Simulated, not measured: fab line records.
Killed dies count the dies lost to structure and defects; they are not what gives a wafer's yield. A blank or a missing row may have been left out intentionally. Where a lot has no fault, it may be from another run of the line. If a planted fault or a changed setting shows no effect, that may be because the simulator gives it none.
Matching of chambers	flow berkeley_cmos170	wet_bench-02 running UCB170_ACTIVE_CLEAN_17: 3 sister chambers
The step cleans in SPM, time 600 s. 20 wafers are shown with their chamber, then 10 later ones without.

WAFERS, EACH WITH ITS CHAMBER
wafer	chamber	bath_guard_temp_C (C)
L510.1	1	120.0
L510.4	1	119.9
L510.6	1	120.3
L511.2	2	119.9
L511.4	2	120.4
L511.5	2	120.1
L512.2	1	119.7
L512.3	1	120.2
L512.4	1	119.7
L515.2	2	119.9
L515.4	2	120.2
L515.5	2	120.0
L513.1	1	119.8
L513.3	1	120.1
L513.6	1	120.0
L514.1	0	119.9
L514.3	0	120.0
L514.6	0	120.1
L516.1	2	119.6
L516.4	2	119.8

SIGNATURES (averages over the wafers above)
reading	chamber 0	chamber 1	chamber 2	scatter within a chamber
bath_guard_temp_C	120.000	119.967	119.987	0.218
Rule: for each reading, subtract the chamber's mean from the wafer's reading, divide by that reading's scatter and square the result; add these up over the readings and take the root, which gives the wafer's distance from the chamber. The wafer belongs to the nearest chamber; if the next one is less than 2 further off, it can't be placed. How the scatter is found: for the shown wafers, subtract from each reading the mean of its chamber, square and add these, divide the total by (wafers less chambers), then take the root.

WAFERS MISSING THEIR CHAMBER
wafer	bath_guard_temp_C (C)
L516.6	120.1
L521.2	119.9
L521.5	119.8
L521.6	120.0
L522.3	120.0
L522.5	120.0
L522.6	119.8
L525.1	119.9
L525.2	119.9
L525.3	120.1

THE CHAMBER EACH PASSED THROUGH
wafer	from the rows above	in truth
L516.6	can't be placed: 0 or 2 or 1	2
L521.2	can't be placed: 1 or 2 or 0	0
L521.5	can't be placed: 1 or 2 or 0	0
L521.6	can't be placed: 0 or 2 or 1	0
L522.3	can't be placed: 0 or 2 or 1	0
L522.5	can't be placed: 0 or 2 or 1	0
L522.6	can't be placed: 1 or 2 or 0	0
L525.1	can't be placed: 1 or 2 or 0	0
L525.2	can't be placed: 1 or 2 or 0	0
L525.3	can't be placed: 0 or 2 or 1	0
Placed correctly: 0 of 10. Cannot be placed on the basis of these rows: 10; the candidates contain the true chamber in 10. Wrongly placed: 0.
